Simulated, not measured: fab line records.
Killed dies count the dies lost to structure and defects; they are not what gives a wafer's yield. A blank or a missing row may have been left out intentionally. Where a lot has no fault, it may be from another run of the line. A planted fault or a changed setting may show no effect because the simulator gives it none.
One fault through the eyes of 2 desks    flow berkeley cmos170    only its own numbers are on each desk; what lay behind them is given at the end

## METROLOGY DESK
What the gauges read for every lot (on any tool): the sampled wafers with a number, averaged. Any lot whose mean is over 4 standard deviations away from the usual mean is out of limits and marked OUT; that distance is given in the brackets.
Columns: A = cd nm at UCB170_CONTACT_CD_MEAS_15, usual 699.9 nm; B = CONTACT_OVL at UCB170_CONTACT_OVL_MEAS_16, usual 2 nm
lot   first seen here  A      B
L976  day 8 02:20      696.3  2
L980  day 8 22:06      700.9  8
L987  day 9 19:59      701.0  0
L990  day 10 14:56     699.8  -2
L988  day 10 19:50     700.0  5
L992  day 11 11:00     701.1  -5
L996  day 11 11:16     699.8  9
This desk's finding: nothing out of limits on any of the 7 lots.

## FOR THE TOOL OWNER'S DESK: rie diel-01
The tool's own readings at UCB170_CONTACT_ETCH_18 (etches PSG in CHF3/CF4/Ar, stops on TiSi2, target depth 840 nm, time 195 s): means of the sampled wafers that have a number, for each lot that ran on this tool. Any lot whose mean is over 4 standard deviations away from the usual mean is out of limits and marked OUT; that distance is given in the brackets.
Columns: A = drypump motor current A at UCB170_CONTACT_ETCH_18, usual 5.9 A; B = oes product au at UCB170_CONTACT_ETCH_18, usual 0.890 a.u.; C = throttle valve pct at UCB170_CONTACT_ETCH_18, usual 6.91 %
lot   first seen here  A    B      C
L980  day 8 22:00      6.0  0.890  6.94
L987  day 9 20:00      6.2  0.883  6.91
L990  day 10 15:00     6.1  0.865  6.91
L988  day 10 20:00     6.0  0.868  6.83
This desk's finding: nothing out of limits on any of the 4 lots.

## BROUGHT TOGETHER
Nothing out of limits was seen by the metrology desk.
Nothing out of limits was seen by the tool owner's desk.

## WHAT THE SIMULATOR PUT IN
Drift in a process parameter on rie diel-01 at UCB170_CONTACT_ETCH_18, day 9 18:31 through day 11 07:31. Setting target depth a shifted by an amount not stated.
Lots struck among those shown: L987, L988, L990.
